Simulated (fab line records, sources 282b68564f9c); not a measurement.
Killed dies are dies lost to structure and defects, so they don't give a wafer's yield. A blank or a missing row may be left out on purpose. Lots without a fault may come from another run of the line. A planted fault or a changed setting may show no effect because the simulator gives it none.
A struck lot beside a sound one | flow rit_cmos | 20 steps out of a route of 202
Sound: wafers L764.2, L764.3, L764.5. Struck: wafers L775.2, L775.4, L775.6. The cause comes at the end.
At each step with rows: each side's tool, then ch and its chambers, then its first start. Under that, the readings that differ: sound wafers | struck wafers | difference of the means | sigmas: that difference in standard deviations of wafers without a fault.
alike: readings whose means differ by less than 2 such deviations, and words and numbers that are the same on both sides. not compared: withheld readings, readings that some wafer has no value for, bounds like >300 that may hide the same value, and numbers for which the record gives no deviation and whose values overlap.
The two part at a step that has a row with sigmas, a row that says differs or no value, or rows on one side only. Numbers that don't overlap but have no deviation are shown without sigmas and don't part them. A reading that every wafer of one side lacks parts them only if that side has two wafers or more.

first, 2 steps without rows for these wafers: RIT_NSD_HARDBAKE_07 (time 60 s); RIT_NSD_IMPLANT_08.
RIT_NSD_STRIP_09: strips in O2, time 180 s.
  sound on plasma_asher-02 ch 0,1, day 3 03:00; struck on plasma_asher-02 ch 0,1, day 5 11:42
  alike: drypump_motor_current_A
  not compared: rf_hours_counter_h
RIT_NSD_TW_MEAS_10:
  sound on film_metro-04, day 3 03:11; struck on film_metro-02, day 5 11:53
  reading | sound          | struck         | difference | sigmas
  NSD_TW  | 3143 3152 3150 | 3111 3108 3099 | -42        | -2
then, 6 steps without rows for these wafers: RIT_PSD_HMDS_00 (prime time 60 s); RIT_PSD_COAT_01 (resist thk 1000 nm); RIT_PSD_SOFTBAKE_02 (time 60 s); RIT_PSD_EXPOSE_03 (exposes mask M10, target cd 40900 nm); RIT_PSD_PEB_04; RIT_PSD_DEVELOP_05 (develop time 50 s).
RIT_PSD_OVL_MEAS_06:
  sound on overlay-02, day 3 04:13; struck on overlay-01, day 5 12:47
  alike: PSD_OVL
then, 1 step without rows for these wafers: RIT_PSD_HARDBAKE_07 (time 60 s).
RIT_PSD_IMPLANT_08:
  sound on implanter-04 ch 0, day 3 04:25; struck on implanter-04 ch 0, day 5 13:00
  reading                   | sound                | struck               | difference | sigmas
  beam_energy_keV           | 26.989 26.999 26.996 | 36.464 36.437 36.448 | +9.455     | +99 or more
  model.implant.rp_nm (nm)  | 22.73 22.73 22.73    | 28.01 28.01 28.01    | +5.28      |
  model.implant.drp_nm (nm) | 12.05 12.05 12.05    | 14.87 14.87 14.87    | +2.82      |
RIT_PSD_STRIP_09: strips in O2, time 180 s.
  sound on plasma_asher-01 ch 0,1, day 3 04:33; struck on plasma_asher-03 ch 0,1, day 5 13:07
  alike: drypump_motor_current_A
  not compared: rf_hours_counter_h
RIT_PSD_TW_MEAS_10:
  sound on film_metro-02, day 3 04:44; struck on film_metro-03, day 5 13:32
  reading | sound          | struck         | difference | sigmas
  PSD_TW  | 3426 3404 3413 | 3730 3718 3736 | +314       | +13
  not compared: hold
then, 2 steps without rows for these wafers: RIT_SDANNEAL_CLEAN_01 (cleans in dHF, time 29.45 s); RIT_SDANNEAL_CLEAN_02 (cleans in SC2, time 600 s).
RIT_SDANNEAL_RTA_03: time 5 s.
  sound on rtp_anneal-01 ch 0, day 3 05:11; struck on rtp_anneal-02 ch 0, day 5 15:23
  alike: ramp_down_c_per_s, wafer_temp_C_max
RIT_SDANNEAL_RS_MEAS_04: measures by four-point-probe.
  sound on film_metro-03, day 3 05:15; struck on film_metro-02, day 5 15:44
  reading         | sound             | struck         | difference | sigmas
  PSD_RS (ohm/sq) | 116.4 116.4 116.6 | 98.4 98.7 98.7 | -17.9      | -60
  not compared: hold
RIT_M1_PROBE_99:
  the record has rows for the sound wafers here (prober-01, day 3 12:52) and none for the struck ones

WHERE THEY PART
First at RIT_NSD_TW_MEAS_10; last, within this record, at RIT_M1_PROBE_99.

WHY: what the simulator had put in
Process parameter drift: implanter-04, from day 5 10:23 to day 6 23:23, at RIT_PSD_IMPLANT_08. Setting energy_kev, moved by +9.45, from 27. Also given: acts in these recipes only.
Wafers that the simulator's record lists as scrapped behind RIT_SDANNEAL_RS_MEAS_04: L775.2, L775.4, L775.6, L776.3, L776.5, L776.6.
